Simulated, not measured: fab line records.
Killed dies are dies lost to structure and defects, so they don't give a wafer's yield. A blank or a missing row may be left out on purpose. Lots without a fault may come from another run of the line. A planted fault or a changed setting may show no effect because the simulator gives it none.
fab line records || flow ritCmos
record: {"lots": 14, "wafers": 42, "lastDay": 7}
route steps=202 shown PLDD@122 NLDD@160 M1@202
lots with no fault: from the same line, run without faults
startH: the number of hours between the record's first day and the start of the first shown wafer of the lot || waitH: time in hours since the lot's previous step || " same as the row above || L1.1+2: a single row standing in for several wafers || - no value, or no start was given || * or withheld: withheld || < > ~ a bound
route shown NAME@n: a module of which the file shows steps, and the number in the route of the first || usual: mean and standard deviation over wafers with no fault || same: alike in all rows || chamber/n: place in a boat || sites: each site's reading || _std_site: the standard deviation of these || _edge_site: the outer-site mean with the inner-site mean subtracted || radiusMm: for every site, how far away it sits from the centre of the wafer || mask NAME#n: copy n || behind: the most recent tool/chamber to have shaped the wafer || hold: reason for holding the lot/hours on hold/outcome of the hold || device: the n, p or np transistor that did not switch || end of line: at the end of the route, the tests of the same wafers || for a step that has no rows: nothing shown but its recipe || killed: at the first sort, the dies lost to defects and structure; wafer yield is something else || map: the dies of a wafer, with x for killed, . for not killed, _ for no die there
set.NAME: the setting as run; set.NAME@STEP: as run at that earlier step || model.NAME: the simulator's own value behind a step, which no gauge read
route steps across a sampled set of lots; one table per step, one row per wafer
services: when a tool's chamber went out of use (startH, in hours from the record's first day, below 0 if earlier), for how many hours, and the reason
== steps ==
step: RIT_PLDD_IMPLANT_08
recipe: {"species": "BF2", "energyKev": 20, "doseCm2": 9e+14, "tiltDeg": 7}
usual: {"beamEnergyKeV": "20.000/0.0061"}
{"lot.wafer": "L716.3", "tool": "implanter-02", "chamber": 0, "startH": 57.50, "waitH": 0.1, "beamEnergyKeV": 20.006}
{"lot.wafer": "L716.4", "tool": "implanter-02", "chamber": 0, "startH": 57.50, "waitH": 0.1, "beamEnergyKeV": 20.003}
{"lot.wafer": "L716.6", "tool": "implanter-02", "chamber": 0, "startH": 57.50, "waitH": 0.1, "beamEnergyKeV": 20.001}
{"lot.wafer": "L717.2", "tool": "implanter-01", "chamber": 0, "startH": 61.28, "waitH": 0.1, "beamEnergyKeV": 19.990}
{"lot.wafer": "L717.3", "tool": "implanter-01", "chamber": 0, "startH": 61.28, "waitH": 0.1, "beamEnergyKeV": 20.007}
{"lot.wafer": "L717.4", "tool": "implanter-01", "chamber": 0, "startH": 61.28, "waitH": 0.1, "beamEnergyKeV": 20.004}
{"lot.wafer": "L718.1", "tool": "implanter-03", "chamber": 0, "startH": 64.22, "waitH": 0.1, "beamEnergyKeV": 19.999}
{"lot.wafer": "L718.2", "tool": "implanter-03", "chamber": 0, "startH": 64.22, "waitH": 0.1, "beamEnergyKeV": 20.004}
{"lot.wafer": "L718.4", "tool": "implanter-03", "chamber": 0, "startH": 64.22, "waitH": 0.1, "beamEnergyKeV": 19.996}
{"lot.wafer": "L719.1", "tool": "implanter-02", "chamber": 0, "startH": 72.07, "waitH": 0.1, "beamEnergyKeV": 20.010}
{"lot.wafer": "L719.3", "tool": "implanter-02", "chamber": 0, "startH": 72.07, "waitH": 0.1, "beamEnergyKeV": 19.990}
{"lot.wafer": "L719.5", "tool": "implanter-02", "chamber": 0, "startH": 72.07, "waitH": 0.1, "beamEnergyKeV": 19.998}
{"lot.wafer": "L720.1", "tool": "implanter-03", "chamber": 0, "startH": 77.68, "waitH": 0.1, "beamEnergyKeV": 20.001}
{"lot.wafer": "L720.2", "tool": "implanter-03", "chamber": 0, "startH": 77.68, "waitH": 0.1, "beamEnergyKeV": 20.005}
{"lot.wafer": "L720.6", "tool": "implanter-03", "chamber": 0, "startH": 77.68, "waitH": 0.1, "beamEnergyKeV": 20.008}
{"lot.wafer": "L722.1", "tool": "implanter-02", "chamber": 0, "startH": 84.40, "waitH": 0.1, "beamEnergyKeV": 19.996}
{"lot.wafer": "L722.2", "tool": "implanter-02", "chamber": 0, "startH": 84.40, "waitH": 0.1, "beamEnergyKeV": 19.996}
{"lot.wafer": "L722.3", "tool": "implanter-02", "chamber": 0, "startH": 84.40, "waitH": 0.1, "beamEnergyKeV": 20.005}
{"lot.wafer": "L723.2", "tool": "implanter-03", "chamber": 0, "startH": 89.47, "waitH": 0.1, "beamEnergyKeV": 20.002}
{"lot.wafer": "L723.3", "tool": "implanter-03", "chamber": 0, "startH": 89.47, "waitH": 0.1, "beamEnergyKeV": 19.992}
{"lot.wafer": "L723.6", "tool": "implanter-03", "chamber": 0, "startH": 89.47, "waitH": 0.1, "beamEnergyKeV": 19.999}
{"lot.wafer": "L724.3", "tool": "implanter-03", "chamber": 0, "startH": 94.35, "waitH": 0.1, "beamEnergyKeV": 20.006}
{"lot.wafer": "L724.4", "tool": "implanter-03", "chamber": 0, "startH": 94.35, "waitH": 0.1, "beamEnergyKeV": 19.993}
{"lot.wafer": "L724.6", "tool": "implanter-03", "chamber": 0, "startH": 94.35, "waitH": 0.1, "beamEnergyKeV": 20.001}
{"lot.wafer": "L725.1", "tool": "implanter-03", "chamber": 0, "startH": 98.87, "waitH": 0.1, "beamEnergyKeV": 20.005}
{"lot.wafer": "L725.3", "tool": "implanter-03", "chamber": 0, "startH": 98.87, "waitH": 0.1, "beamEnergyKeV": 19.994}
{"lot.wafer": "L725.6", "tool": "implanter-03", "chamber": 0, "startH": 98.87, "waitH": 0.1, "beamEnergyKeV": 19.996}
{"lot.wafer": "L726.1", "tool": "implanter-01", "chamber": 0, "startH": 103.83, "waitH": 0.1, "beamEnergyKeV": 19.989}
{"lot.wafer": "L726.2", "tool": "implanter-01", "chamber": 0, "startH": 103.83, "waitH": 0.1, "beamEnergyKeV": 20.009}
{"lot.wafer": "L726.3", "tool": "implanter-01", "chamber": 0, "startH": 103.83, "waitH": 0.1, "beamEnergyKeV": 20.009}
{"lot.wafer": "L729.1", "tool": "implanter-01", "chamber": 0, "startH": 118.02, "waitH": 0.1, "beamEnergyKeV": 19.997}
{"lot.wafer": "L729.3", "tool": "implanter-01", "chamber": 0, "startH": 118.02, "waitH": 0.1, "beamEnergyKeV": 19.992}
{"lot.wafer": "L729.4", "tool": "implanter-01", "chamber": 0, "startH": 118.02, "waitH": 0.1, "beamEnergyKeV": 19.996}
{"lot.wafer": "L730.1", "tool": "implanter-03", "chamber": 0, "startH": 124.27, "waitH": 0.1, "beamEnergyKeV": 19.309}
{"lot.wafer": "L730.5", "tool": "implanter-03", "chamber": 0, "startH": 124.27, "waitH": 0.1, "beamEnergyKeV": 19.298}
{"lot.wafer": "L730.6", "tool": "implanter-03", "chamber": 0, "startH": 124.27, "waitH": 0.1, "beamEnergyKeV": 19.299}
{"lot.wafer": "L731.2", "tool": "implanter-03", "chamber": 0, "startH": 128.16, "waitH": 0.1, "beamEnergyKeV": 19.308}
{"lot.wafer": "L731.4", "tool": "implanter-03", "chamber": 0, "startH": 128.16, "waitH": 0.1, "beamEnergyKeV": 19.301}
{"lot.wafer": "L731.5", "tool": "implanter-03", "chamber": 0, "startH": 128.16, "waitH": 0.1, "beamEnergyKeV": 19.305}
{"lot.wafer": "L737.1", "tool": "implanter-01", "chamber": 0, "startH": 158.90, "waitH": 0.1, "beamEnergyKeV": 20.000}
{"lot.wafer": "L737.4", "tool": "implanter-01", "chamber": 0, "startH": 158.90, "waitH": 0.1, "beamEnergyKeV": 19.992}
{"lot.wafer": "L737.5", "tool": "implanter-01", "chamber": 0, "startH": 158.90, "waitH": 0.1, "beamEnergyKeV": 19.998}
step: RIT_SDANNEAL_RS_MEAS_06
recipe: {"thkMeasGauge": "four-point-probe"}
usual: {"PLDD_RS": "178.5/0.47"}
{"lot.wafer": "L716.3", "tool": "filmMetro-03", "chamber": "-", "startH": 64.36, "waitH": 0.1, "hold": "-", "PLDD_RS[ohm/sq]": 178.3}
{"lot.wafer": "L716.4", "tool": "filmMetro-03", "chamber": "-", "startH": 64.36, "waitH": 0.1, "hold": "-", "PLDD_RS[ohm/sq]": 178.2}
{"lot.wafer": "L716.6", "tool": "filmMetro-03", "chamber": "-", "startH": 64.36, "waitH": 0.1, "hold": "-", "PLDD_RS[ohm/sq]": 178.3}
{"lot.wafer": "L717.2", "tool": "filmMetro-02", "chamber": "-", "startH": 67.89, "waitH": 0.1, "hold": "-", "PLDD_RS[ohm/sq]": 178.1}
{"lot.wafer": "L717.3", "tool": "filmMetro-02", "chamber": "-", "startH": 67.89, "waitH": 0.1, "hold": "-", "PLDD_RS[ohm/sq]": 178.7}
{"lot.wafer": "L717.4", "tool": "filmMetro-02", "chamber": "-", "startH": 67.89, "waitH": 0.1, "hold": "-", "PLDD_RS[ohm/sq]": 178.4}
{"lot.wafer": "L718.1", "tool": "filmMetro-02", "chamber": "-", "startH": 71.74, "waitH": 0.1, "hold": "-", "PLDD_RS[ohm/sq]": 178.8}
{"lot.wafer": "L718.2", "tool": "filmMetro-02", "chamber": "-", "startH": 71.74, "waitH": 0.1, "hold": "-", "PLDD_RS[ohm/sq]": 178.3}
{"lot.wafer": "L718.4", "tool": "filmMetro-02", "chamber": "-", "startH": 71.74, "waitH": 0.1, "hold": "-", "PLDD_RS[ohm/sq]": 178.5}
{"lot.wafer": "L719.1", "tool": "filmMetro-01", "chamber": "-", "startH": 79.59, "waitH": 0.1, "hold": "-", "PLDD_RS[ohm/sq]": 179.0}
{"lot.wafer": "L719.3", "tool": "filmMetro-01", "chamber": "-", "startH": 79.59, "waitH": 0.1, "hold": "-", "PLDD_RS[ohm/sq]": 178.6}
{"lot.wafer": "L719.5", "tool": "filmMetro-01", "chamber": "-", "startH": 79.59, "waitH": 0.1, "hold": "-", "PLDD_RS[ohm/sq]": 178.9}
{"lot.wafer": "L720.1", "tool": "filmMetro-01", "chamber": "-", "startH": 84.32, "waitH": 0.1, "hold": "-", "PLDD_RS[ohm/sq]": 178.7}
{"lot.wafer": "L720.2", "tool": "filmMetro-01", "chamber": "-", "startH": 84.32, "waitH": 0.1, "hold": "-", "PLDD_RS[ohm/sq]": 178.1}
{"lot.wafer": "L720.6", "tool": "filmMetro-01", "chamber": "-", "startH": 84.32, "waitH": 0.1, "hold": "-", "PLDD_RS[ohm/sq]": 178.6}
{"lot.wafer": "L722.1", "tool": "filmMetro-02", "chamber": "-", "startH": 91.38, "waitH": 0.1, "hold": "-", "PLDD_RS[ohm/sq]": 178.3}
{"lot.wafer": "L722.2", "tool": "filmMetro-02", "chamber": "-", "startH": 91.38, "waitH": 0.1, "hold": "-", "PLDD_RS[ohm/sq]": 178.8}
{"lot.wafer": "L722.3", "tool": "filmMetro-02", "chamber": "-", "startH": 91.38, "waitH": 0.1, "hold": "-", "PLDD_RS[ohm/sq]": 178.9}
{"lot.wafer": "L723.2", "tool": "filmMetro-02", "chamber": "-", "startH": 96.36, "waitH": 0.1, "hold": "-", "PLDD_RS[ohm/sq]": 178.5}
{"lot.wafer": "L723.3", "tool": "filmMetro-02", "chamber": "-", "startH": 96.36, "waitH": 0.1, "hold": "-", "PLDD_RS[ohm/sq]": 178.3}
{"lot.wafer": "L723.6", "tool": "filmMetro-02", "chamber": "-", "startH": 96.36, "waitH": 0.1, "hold": "-", "PLDD_RS[ohm/sq]": 178.6}
{"lot.wafer": "L724.3", "tool": "filmMetro-03", "chamber": "-", "startH": 100.85, "waitH": 0.1, "hold": "-", "PLDD_RS[ohm/sq]": 178.0}
{"lot.wafer": "L724.4", "tool": "filmMetro-03", "chamber": "-", "startH": 100.85, "waitH": 0.1, "hold": "-", "PLDD_RS[ohm/sq]": 178.5}
{"lot.wafer": "L724.6", "tool": "filmMetro-03", "chamber": "-", "startH": 100.85, "waitH": 0.1, "hold": "-", "PLDD_RS[ohm/sq]": 178.4}
{"lot.wafer": "L725.1", "tool": "filmMetro-02", "chamber": "-", "startH": 105.48, "waitH": 0.1, "hold": "-", "PLDD_RS[ohm/sq]": 179.0}
{"lot.wafer": "L725.3", "tool": "filmMetro-02", "chamber": "-", "startH": 105.48, "waitH": 0.1, "hold": "-", "PLDD_RS[ohm/sq]": 178.5}
{"lot.wafer": "L725.6", "tool": "filmMetro-02", "chamber": "-", "startH": 105.48, "waitH": 0.1, "hold": "-", "PLDD_RS[ohm/sq]": 178.4}
{"lot.wafer": "L726.1", "tool": "filmMetro-02", "chamber": "-", "startH": 110.56, "waitH": 0.1, "hold": "-", "PLDD_RS[ohm/sq]": 178.7}
{"lot.wafer": "L726.2", "tool": "filmMetro-02", "chamber": "-", "startH": 110.56, "waitH": 0.1, "hold": "-", "PLDD_RS[ohm/sq]": 178.5}
{"lot.wafer": "L726.3", "tool": "filmMetro-02", "chamber": "-", "startH": 110.56, "waitH": 0.1, "hold": "-", "PLDD_RS[ohm/sq]": 179.2}
{"lot.wafer": "L729.1", "tool": "filmMetro-01", "chamber": "-", "startH": 126.28, "waitH": 0.1, "hold": "-", "PLDD_RS[ohm/sq]": 178.6}
{"lot.wafer": "L729.3", "tool": "filmMetro-01", "chamber": "-", "startH": 126.28, "waitH": 0.1, "hold": "-", "PLDD_RS[ohm/sq]": 178.3}
{"lot.wafer": "L729.4", "tool": "filmMetro-01", "chamber": "-", "startH": 126.28, "waitH": 0.1, "hold": "-", "PLDD_RS[ohm/sq]": 178.0}
{"lot.wafer": "L730.1", "tool": "filmMetro-02", "chamber": "-", "startH": 131.77, "waitH": 0.1, "hold": "awaitDispo/0.2h/release", "PLDD_RS[ohm/sq]": 180.1}
{"lot.wafer": "L730.5", "tool": "filmMetro-02", "chamber": "-", "startH": 131.77, "waitH": 0.1, "hold": "awaitDispo/0.2h/release", "PLDD_RS[ohm/sq]": 180.5}
{"lot.wafer": "L730.6", "tool": "filmMetro-02", "chamber": "-", "startH": 131.77, "waitH": 0.1, "hold": "awaitDispo/0.2h/release", "PLDD_RS[ohm/sq]": 180.4}
{"lot.wafer": "L730.1", "tool": "filmMetro-02", "chamber": "-", "startH": 132.06, "waitH": 0.3, "hold": "-", "PLDD_RS[ohm/sq]": 180.1}
{"lot.wafer": "L730.5", "tool": "filmMetro-02", "chamber": "-", "startH": 132.06, "waitH": 0.3, "hold": "-", "PLDD_RS[ohm/sq]": 181.0}
{"lot.wafer": "L730.6", "tool": "filmMetro-02", "chamber": "-", "startH": 132.06, "waitH": 0.3, "hold": "-", "PLDD_RS[ohm/sq]": 180.1}
{"lot.wafer": "L731.2", "tool": "filmMetro-03", "chamber": "-", "startH": 135.14, "waitH": 0.1, "hold": "awaitDispo/0.2h/release", "PLDD_RS[ohm/sq]": 180.8}
{"lot.wafer": "L731.4", "tool": "filmMetro-03", "chamber": "-", "startH": 135.14, "waitH": 0.1, "hold": "awaitDispo/0.2h/release", "PLDD_RS[ohm/sq]": 181.8}
{"lot.wafer": "L731.5", "tool": "filmMetro-03", "chamber": "-", "startH": 135.14, "waitH": 0.1, "hold": "awaitDispo/0.2h/release", "PLDD_RS[ohm/sq]": 181.5}
{"lot.wafer": "L731.2", "tool": "filmMetro-03", "chamber": "-", "startH": 135.43, "waitH": 0.3, "hold": "-", "PLDD_RS[ohm/sq]": 181.1}
{"lot.wafer": "L731.4", "tool": "filmMetro-03", "chamber": "-", "startH": 135.43, "waitH": 0.3, "hold": "-", "PLDD_RS[ohm/sq]": 182.0}
{"lot.wafer": "L731.5", "tool": "filmMetro-03", "chamber": "-", "startH": 135.43, "waitH": 0.3, "hold": "-", "PLDD_RS[ohm/sq]": 181.5}
{"lot.wafer": "L737.1", "tool": "filmMetro-03", "chamber": "-", "startH": 165.74, "waitH": 0.1, "hold": "-", "PLDD_RS[ohm/sq]": 178.7}
{"lot.wafer": "L737.4", "tool": "filmMetro-03", "chamber": "-", "startH": 165.74, "waitH": 0.1, "hold": "-", "PLDD_RS[ohm/sq]": 178.7}
{"lot.wafer": "L737.5", "tool": "filmMetro-03", "chamber": "-", "startH": 165.74, "waitH": 0.1, "hold": "-", "PLDD_RS[ohm/sq]": 178.3}
step: RIT_SDANNEAL_RS_MEAS_07
recipe: {"thkMeasGauge": "four-point-probe"}
usual: {"NLDD_RS": "151.7/0.51"}
{"lot.wafer": "L716.3", "tool": "filmMetro-03", "chamber": "-", "startH": 64.48, "waitH": 0.1, "hold": "-", "NLDD_RS[ohm/sq]": 152.2}
{"lot.wafer": "L716.4", "tool": "filmMetro-03", "chamber": "-", "startH": 64.48, "waitH": 0.1, "hold": "-", "NLDD_RS[ohm/sq]": 151.4}
{"lot.wafer": "L716.6", "tool": "filmMetro-03", "chamber": "-", "startH": 64.48, "waitH": 0.1, "hold": "-", "NLDD_RS[ohm/sq]": 151.6}
{"lot.wafer": "L717.2", "tool": "filmMetro-02", "chamber": "-", "startH": 68.01, "waitH": 0.1, "hold": "-", "NLDD_RS[ohm/sq]": 152.0}
{"lot.wafer": "L717.3", "tool": "filmMetro-02", "chamber": "-", "startH": 68.01, "waitH": 0.1, "hold": "-", "NLDD_RS[ohm/sq]": 151.2}
{"lot.wafer": "L717.4", "tool": "filmMetro-02", "chamber": "-", "startH": 68.01, "waitH": 0.1, "hold": "-", "NLDD_RS[ohm/sq]": 151.7}
{"lot.wafer": "L718.1", "tool": "filmMetro-02", "chamber": "-", "startH": 71.86, "waitH": 0.1, "hold": "-", "NLDD_RS[ohm/sq]": 151.1}
{"lot.wafer": "L718.2", "tool": "filmMetro-02", "chamber": "-", "startH": 71.86, "waitH": 0.1, "hold": "-", "NLDD_RS[ohm/sq]": 150.8}
{"lot.wafer": "L718.4", "tool": "filmMetro-02", "chamber": "-", "startH": 71.86, "waitH": 0.1, "hold": "-", "NLDD_RS[ohm/sq]": 151.0}
{"lot.wafer": "L719.1", "tool": "filmMetro-01", "chamber": "-", "startH": 79.71, "waitH": 0.1, "hold": "-", "NLDD_RS[ohm/sq]": 151.4}
{"lot.wafer": "L719.3", "tool": "filmMetro-01", "chamber": "-", "startH": 79.71, "waitH": 0.1, "hold": "-", "NLDD_RS[ohm/sq]": 151.6}
{"lot.wafer": "L719.5", "tool": "filmMetro-01", "chamber": "-", "startH": 79.71, "waitH": 0.1, "hold": "-", "NLDD_RS[ohm/sq]": 151.3}
{"lot.wafer": "L720.1", "tool": "filmMetro-01", "chamber": "-", "startH": 84.44, "waitH": 0.1, "hold": "-", "NLDD_RS[ohm/sq]": 151.6}
{"lot.wafer": "L720.2", "tool": "filmMetro-01", "chamber": "-", "startH": 84.44, "waitH": 0.1, "hold": "-", "NLDD_RS[ohm/sq]": 151.8}
{"lot.wafer": "L720.6", "tool": "filmMetro-01", "chamber": "-", "startH": 84.44, "waitH": 0.1, "hold": "-", "NLDD_RS[ohm/sq]": 152.0}
{"lot.wafer": "L722.1", "tool": "filmMetro-02", "chamber": "-", "startH": 91.50, "waitH": 0.1, "hold": "-", "NLDD_RS[ohm/sq]": 152.5}
{"lot.wafer": "L722.2", "tool": "filmMetro-02", "chamber": "-", "startH": 91.50, "waitH": 0.1, "hold": "-", "NLDD_RS[ohm/sq]": 151.5}
{"lot.wafer": "L722.3", "tool": "filmMetro-02", "chamber": "-", "startH": 91.50, "waitH": 0.1, "hold": "-", "NLDD_RS[ohm/sq]": 152.4}
{"lot.wafer": "L723.2", "tool": "filmMetro-02", "chamber": "-", "startH": 96.48, "waitH": 0.1, "hold": "-", "NLDD_RS[ohm/sq]": 151.6}
{"lot.wafer": "L723.3", "tool": "filmMetro-02", "chamber": "-", "startH": 96.48, "waitH": 0.1, "hold": "-", "NLDD_RS[ohm/sq]": 152.1}
{"lot.wafer": "L723.6", "tool": "filmMetro-02", "chamber": "-", "startH": 96.48, "waitH": 0.1, "hold": "-", "NLDD_RS[ohm/sq]": 151.3}
{"lot.wafer": "L724.3", "tool": "filmMetro-03", "chamber": "-", "startH": 100.97, "waitH": 0.1, "hold": "-", "NLDD_RS[ohm/sq]": 151.4}
{"lot.wafer": "L724.4", "tool": "filmMetro-03", "chamber": "-", "startH": 100.97, "waitH": 0.1, "hold": "-", "NLDD_RS[ohm/sq]": 151.0}
{"lot.wafer": "L724.6", "tool": "filmMetro-03", "chamber": "-", "startH": 100.97, "waitH": 0.1, "hold": "-", "NLDD_RS[ohm/sq]": 151.0}
{"lot.wafer": "L725.1", "tool": "filmMetro-02", "chamber": "-", "startH": 105.60, "waitH": 0.1, "hold": "-", "NLDD_RS[ohm/sq]": 152.1}
{"lot.wafer": "L725.3", "tool": "filmMetro-02", "chamber": "-", "startH": 105.60, "waitH": 0.1, "hold": "-", "NLDD_RS[ohm/sq]": 151.3}
{"lot.wafer": "L725.6", "tool": "filmMetro-02", "chamber": "-", "startH": 105.60, "waitH": 0.1, "hold": "-", "NLDD_RS[ohm/sq]": 152.1}
{"lot.wafer": "L726.1", "tool": "filmMetro-02", "chamber": "-", "startH": 110.68, "waitH": 0.1, "hold": "-", "NLDD_RS[ohm/sq]": 151.8}
{"lot.wafer": "L726.2", "tool": "filmMetro-02", "chamber": "-", "startH": 110.68, "waitH": 0.1, "hold": "-", "NLDD_RS[ohm/sq]": 151.8}
{"lot.wafer": "L726.3", "tool": "filmMetro-02", "chamber": "-", "startH": 110.68, "waitH": 0.1, "hold": "-", "NLDD_RS[ohm/sq]": 151.3}
{"lot.wafer": "L729.1", "tool": "filmMetro-01", "chamber": "-", "startH": 126.40, "waitH": 0.1, "hold": "-", "NLDD_RS[ohm/sq]": 151.4}
{"lot.wafer": "L729.3", "tool": "filmMetro-01", "chamber": "-", "startH": 126.40, "waitH": 0.1, "hold": "-", "NLDD_RS[ohm/sq]": 151.4}
{"lot.wafer": "L729.4", "tool": "filmMetro-01", "chamber": "-", "startH": 126.40, "waitH": 0.1, "hold": "-", "NLDD_RS[ohm/sq]": 151.4}
{"lot.wafer": "L730.1", "tool": "filmMetro-02", "chamber": "-", "startH": 133.21, "waitH": 1.1, "hold": "awaitDispo/1.0h/release", "NLDD_RS[ohm/sq]": 151.5}
{"lot.wafer": "L730.5", "tool": "filmMetro-02", "chamber": "-", "startH": 133.21, "waitH": 1.1, "hold": "awaitDispo/1.0h/release", "NLDD_RS[ohm/sq]": 151.4}
{"lot.wafer": "L730.6", "tool": "filmMetro-02", "chamber": "-", "startH": 133.21, "waitH": 1.1, "hold": "awaitDispo/1.0h/release", "NLDD_RS[ohm/sq]": 152.2}
{"lot.wafer": "L731.2", "tool": "filmMetro-03", "chamber": "-", "startH": 138.61, "waitH": 3.2, "hold": "awaitDispo/2.9h/release", "NLDD_RS[ohm/sq]": 151.5}
{"lot.wafer": "L731.4", "tool": "filmMetro-03", "chamber": "-", "startH": 138.61, "waitH": 3.2, "hold": "awaitDispo/2.9h/release", "NLDD_RS[ohm/sq]": 151.7}
{"lot.wafer": "L731.5", "tool": "filmMetro-03", "chamber": "-", "startH": 138.61, "waitH": 3.2, "hold": "awaitDispo/2.9h/release", "NLDD_RS[ohm/sq]": 151.2}
{"lot.wafer": "L737.1", "tool": "filmMetro-03", "chamber": "-", "startH": 165.86, "waitH": 0.1, "hold": "-", "NLDD_RS[ohm/sq]": 151.3}
{"lot.wafer": "L737.4", "tool": "filmMetro-03", "chamber": "-", "startH": 165.86, "waitH": 0.1, "hold": "-", "NLDD_RS[ohm/sq]": 151.4}
{"lot.wafer": "L737.5", "tool": "filmMetro-03", "chamber": "-", "startH": 165.86, "waitH": 0.1, "hold": "-", "NLDD_RS[ohm/sq]": 151.6}
step: RIT_M1_PROBE_99
usual: {"killedAtContacts": "0.1/0.25", "killedAtFrontEnd": "6.3/2.9", "killedDies": "6.4/2.9", "killedOpen": "3.3/2.1", "killedShort": "3.1/1.7"}
same: {"grossDies": 264, "killed_at_M0_to_M3": 0, "killed_at_M4_up": 0, "killedAtBackSide": 0, "killedAtOther": 0}
{"lot.wafer": "L730.1", "tool": "prober-02", "chamber": "-", "startH": 141.30, "waitH": 0.1, "killedAtContacts": 0, "killedAtFrontEnd": 8, "killedDies": 8, "killedOpen": 5, "killedShort": 3}
{"lot.wafer": "L730.5", "tool": "prober-02", "chamber": "-", "startH": 141.50, "waitH": 0.2, "killedAtContacts": 0, "killedAtFrontEnd": 3, "killedDies": 3, "killedOpen": 1, "killedShort": 2}
{"lot.wafer": "L730.6", "tool": "prober-02", "chamber": "-", "startH": 141.55, "waitH": 0.2, "killedAtContacts": 0, "killedAtFrontEnd": 10, "killedDies": 10, "killedOpen": 7, "killedShort": 3}
{"lot.wafer": "L731.2", "tool": "prober-01", "chamber": "-", "startH": 147.51, "waitH": 0.1, "killedAtContacts": 0, "killedAtFrontEnd": 6, "killedDies": 6, "killedOpen": 3, "killedShort": 3}
{"lot.wafer": "L731.4", "tool": "prober-01", "chamber": "-", "startH": 147.61, "waitH": 0.2, "killedAtContacts": 0, "killedAtFrontEnd": 9, "killedDies": 9, "killedOpen": 5, "killedShort": 4}
{"lot.wafer": "L731.5", "tool": "prober-01", "chamber": "-", "startH": 147.66, "waitH": 0.2, "killedAtContacts": 0, "killedAtFrontEnd": 3, "killedDies": 3, "killedOpen": 2, "killedShort": 1}
killed by level:class
L730.1 GATE:geometricParticle:open=2 SPACER:geometricParticle:open=2 FOX1:geometricParticle:open=1 FOX2:geometricParticle:short=1 REOX:geometricParticle:short=1 SPACER:geometricParticle:short=1
L730.5 GATE:geometricParticle:short=1 REOX:geometricParticle:open=1 SPACER:geometricParticle:short=1
L730.6 GATE:geometricParticle:open=4 SPACER:geometricParticle:open=3 REOX:geometricParticle:short=2 GATE:geometricParticle:short=1
L731.2 REOX:geometricParticle:open=2 GATE:geometricParticle:short=1 REOX:geometricParticle:short=1 SPACER:geometricParticle:short=1 SILICIDE:geometricParticle:open=1
L731.4 FOX2:geometricParticle:open=3 SILICIDE:geometricParticle:short=2 FOX1:geometricParticle:open=1 REOX:geometricParticle:open=1 REOX:geometricParticle:short=1 SPACER:geometricParticle:short=1
L731.5 FOX1:geometricParticle:short=1 GATE:geometricParticle:open=1 SPACER:geometricParticle:open=1
== services ==
{"tool": "implanter-03", "chamber": "-", "startH": 41.96, "hours": 3.9, "kind": "repair"}
{"tool": "implanter-02", "chamber": "-", "startH": 87.00, "hours": 19.5, "kind": "pm"}
{"tool": "implanter-02", "chamber": "-", "startH": 126.24, "hours": 4.0, "kind": "pm"}
{"tool": "implanter-03", "chamber": "-", "startH": 136.27, "hours": 1.2, "kind": "repair"}
{"tool": "implanter-03", "chamber": "-", "startH": 142.56, "hours": 5.1, "kind": "pm"}
{"tool": "implanter-02", "chamber": "-", "startH": 153.63, "hours": 2.2, "kind": "repair"}
{"tool": "implanter-03", "chamber": "-", "startH": 155.13, "hours": 1.9, "kind": "repair"}
{"tool": "implanter-02", "chamber": "-", "startH": 157.39, "hours": 2.0, "kind": "repair"}
== key ==
firstSign: {"step": "RIT_PLDD_IMPLANT_08", "reading": "beamEnergyKeV", "direction": "down", "sigmas": "99+", "usual": 20.000, "struck": 19.303}
effect: {"step": "RIT_SDANNEAL_RS_MEAS_06", "reading": "PLDD_RS", "direction": "up", "sigmas": 5, "usual": 178.5, "struck": 180.8}
metAt RIT_PLDD_IMPLANT_08
struckLots L730,L731
testerLeftOut L730,L731
onsetBetween 98.87 124.27
fault: {"kind": "processParameterDrift", "tool": "implanter-03", "chamber": "-", "onsetH": 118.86, "steps": "RIT_PLDD_IMPLANT_08", "channel": "energyKev", "offset": -0.69286, "shape": "step", "endH": 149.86, "actsIn": "theseRecipesOnly", "stated": 20}
testerLeftOut: of these lots the tester's yield and bins aren't shown, on N5 and GAA mostly nor the transistor test; their killed dies are dies lost to structure and defects alone, not to doping, threshold or leakage, so they don't give the yield
